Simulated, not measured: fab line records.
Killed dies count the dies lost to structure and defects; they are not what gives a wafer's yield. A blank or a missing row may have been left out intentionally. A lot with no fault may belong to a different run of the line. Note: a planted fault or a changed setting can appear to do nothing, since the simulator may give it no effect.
Which tool was responsible? || flow ritCmos || 18 wafers from 6 lots sampled at 2 of the route's 202 steps

== WHAT EACH GAUGE READ, for each wafer ==
RIT_GATE_CD_MEAS_16 targets a cd of 150 nm.
{"lot": "L297", "measured": "day 2 22:21", "on": "cdSem-02", "cdNm (nm)": "146.3 147.5 147.0"}
{"lot": "L299", "measured": "day 3 07:38", "on": "cdSem-01", "cdNm (nm)": "167.2 164.6 164.5"}
{"lot": "L309", "measured": "day 5 10:41", "on": "cdSem-02", "cdNm (nm)": "153.7 152.7 153.7"}
{"lot": "L311", "measured": "day 5 22:00", "on": "cdSem-02", "cdNm (nm)": "150.6 152.2 148.2"}
{"lot": "L313", "measured": "day 6 05:53", "on": "cdSem-02", "cdNm (nm)": "149.9 148.1 148.6"}
{"lot": "L317", "measured": "day 6 23:08", "on": "cdSem-01", "cdNm (nm)": "146.3 147.3 149.1"}

== WHICH TOOL RAN EACH LOT (tool, then ch and the chambers of the sampled wafers, then the start) ==
{"lot": "L297", "RIT_GATE_EXPOSE_13": "ilineStepper-02 ch 0, day 2 21:57"}
{"lot": "L299", "RIT_GATE_EXPOSE_13": "ilineStepper-01 ch 0, day 3 07:14"}
{"lot": "L309", "RIT_GATE_EXPOSE_13": "ilineStepper-01 ch 0, day 5 10:17"}
{"lot": "L311", "RIT_GATE_EXPOSE_13": "ilineStepper-02 ch 0, day 5 21:29"}
{"lot": "L313", "RIT_GATE_EXPOSE_13": "ilineStepper-01 ch 0, day 6 05:29"}
{"lot": "L317", "RIT_GATE_EXPOSE_13": "ilineStepper-02 ch 0, day 6 22:44"}
- RIT_GATE_EXPOSE_13: exposes mask M6, target cd 150 nm.

== THE ANSWER, worked out from the rows above alone ==
Rule: what is usual is taken from the lots themselves. Put in order of their means at a reading, lots are off if they are a third of the lots or fewer, leave a main group of 4 or more, and stand apart from it by a gap of 3 or more times the standard deviation of the main group's means; of several such gaps the widest counts. If all means in a main group match to the digits the tables above print for the reading, that group is not used. Also off: a lot with no number at a reading for which 4 or more lots have one. All remaining lots with rows at the step are treated as sound.
Off at RIT_GATE_CD_MEAS_16 (cdNm): L299. The main group: mean 149.4 nm, standard deviation 2.3.
A tool fits if, at a process step before that reading, it ran every lot that is off, and no sound lot after the first of them. The gauges at RIT_GATE_CD_MEAS_16 are tried like those tools. None of those tried fits.

== WHAT THE SIMULATOR PUT IN ==
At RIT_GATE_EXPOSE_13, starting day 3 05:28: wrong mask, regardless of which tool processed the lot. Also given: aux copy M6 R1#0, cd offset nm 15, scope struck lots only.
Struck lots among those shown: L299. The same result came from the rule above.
